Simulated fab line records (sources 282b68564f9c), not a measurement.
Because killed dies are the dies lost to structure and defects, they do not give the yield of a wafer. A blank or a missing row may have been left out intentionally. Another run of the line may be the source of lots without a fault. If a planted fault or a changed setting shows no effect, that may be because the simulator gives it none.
What tool caused it? + flow rit cmos + 15 lots, 45 wafers sampled, at 2 steps of a route of 202

== WHAT THE GAUGES READ, wafer by wafer ==
Not one reading of a measure or inspect step in the record can be checked against a usual standard deviation.

== WHAT TOOL EACH LOT RAN ON (gives the tool, then ch and the chambers of the sampled wafers, and finally the start) ==
| lot  | RIT_CONTACT_STRIP_12                | RIT_M1_PROBE_99        |
|------|-------------------------------------|------------------------|
| L448 | plasma asher-02 ch 0,1, day 3 13:34 | -                      |
| L449 | plasma asher-01 ch 0,1, day 3 20:52 | -                      |
| L450 | plasma asher-01 ch 0,1, day 3 22:17 | -                      |
| L451 | plasma asher-02 ch 0,1, day 4 03:04 | prober-02, day 4 07:52 |
| L453 | plasma asher-01 ch 0, day 4 11:59   | -                      |
| L455 | plasma asher-04 ch 0,1, day 5 01:59 | -                      |
| L457 | plasma asher-02 ch 0,1, day 5 10:51 | prober-02, day 5 15:31 |
| L463 | plasma asher-02 ch 0,1, day 6 23:33 | prober-02, day 7 04:30 |
| L464 | plasma asher-01 ch 0,1, day 6 23:56 | prober-01, day 7 05:43 |
| L465 | plasma asher-02 ch 0,1, day 7 03:47 | prober-02, day 7 08:46 |
| L466 | plasma asher-02 ch 0,1, day 7 17:18 | -                      |
| L467 | plasma asher-04 ch 0, day 7 17:40   | -                      |
| L468 | plasma asher-04 ch 0,1, day 7 21:55 | prober-01, day 8 02:41 |
| L469 | plasma asher-04 ch 0,1, day 8 01:56 | -                      |
| L470 | plasma asher-04 ch 0,1, day 8 06:13 | prober-01, day 8 10:56 |
- RIT_CONTACT_STRIP_12: strips in O2, time 180 s.
- RIT_M1_PROBE_99

== WHAT THE TOOLS THEMSELVES READ (means of the sampled wafers that have a number; where no wafer has one, the mark that the record gives instead) ==
RIT_CONTACT_STRIP_12.
| lot  | tool            | chamber pressure mTorr (mTorr) | drypump motor current A (A) |
|------|-----------------|--------------------------------|-----------------------------|
| L448 | plasma asher-02 | 4002                           | 5.82                        |
| L449 | plasma asher-01 | 4002                           | 5.64                        |
| L450 | plasma asher-01 | 4001                           | 5.67                        |
| L451 | plasma asher-02 | 4000                           | 5.93                        |
| L453 | plasma asher-01 | 3997                           | 5.69                        |
| L455 | plasma asher-04 | 4001                           | 6.19                        |
| L457 | plasma asher-02 | 4001                           | 5.82                        |
| L463 | plasma asher-02 | -                              | -                           |
| L464 | plasma asher-01 | -                              | -                           |
| L465 | plasma asher-02 | -                              | -                           |
| L466 | plasma asher-02 | 4001                           | 5.92                        |
| L467 | plasma asher-04 | 4001                           | 6.08                        |
| L468 | plasma asher-04 | 3999                           | 6.17                        |
| L469 | plasma asher-04 | 3999                           | 6.14                        |
| L470 | plasma asher-04 | 4002                           | 6.15                        |

RIT_M1_PROBE_99.
| lot  | tool      | killed_at_M0_to_M3 | killed at contacts | killed at front end | killed dies | killed on rim | killed open | killed short |
|------|-----------|--------------------|--------------------|---------------------|-------------|---------------|-------------|--------------|
| L451 | prober-02 | 0.0                | 0.0                | 7.3                 | 7.3         | 1.3           | 5.3         | 2.0          |
| L457 | prober-02 | 0.0                | 0.0                | 5.7                 | 5.7         | 1.3           | 2.3         | 3.3          |
| L463 | prober-02 | 254.3              | 0.0                | 9.7                 | 264.0       | 70.0          | 5.3         | 4.3          |
| L464 | prober-01 | 259.0              | 0.0                | 5.0                 | 264.0       | 70.0          | 3.3         | 2.0          |
| L465 | prober-02 | 256.3              | 0.0                | 7.7                 | 264.0       | 70.0          | 4.0         | 3.7          |
| L468 | prober-01 | 0.0                | 0.0                | 8.3                 | 8.3         | 2.0           | 3.7         | 4.0          |
| L470 | prober-01 | 0.0                | 0.0                | 3.3                 | 3.3         | 0.3           | 1.7         | 1.7          |

== THE ANSWER, worked out from the rows above alone ==
Rule: usual is defined by the lots themselves. The widest of any qualifying gaps counts: lots, ordered by their means at a reading, are off when they make up no more than a third of the lots, leave a main group of 4 or more, and stand apart from it by 3 or more times the standard deviation of that group's means. If all means in a main group match to the digits the tables above print for the reading, that group is not used. Also off: a lot with no number at a reading for which 4 or more lots have one. All remaining lots with rows at the step are treated as sound. The gauges are gone through in route order, then the tools' own readings, and for those a lot's mean is taken as printed above. The first step at which some lot is off is used, and at that step the reading that is off furthest; a lot without a number counts as furthest.
Off at RIT_CONTACT_STRIP_12 (chamber pressure mTorr): L463, L464, L465. Without a number there: L463, L464, L465. The main group: mean 4000 mTorr, standard deviation 1.4.
A tool fits if, at that step or a process step before it, it ran every lot that is off, and no sound lot after the first of them. No candidate that was tried fits.

== WHAT WAS PUT IN BY THE SIMULATOR ==
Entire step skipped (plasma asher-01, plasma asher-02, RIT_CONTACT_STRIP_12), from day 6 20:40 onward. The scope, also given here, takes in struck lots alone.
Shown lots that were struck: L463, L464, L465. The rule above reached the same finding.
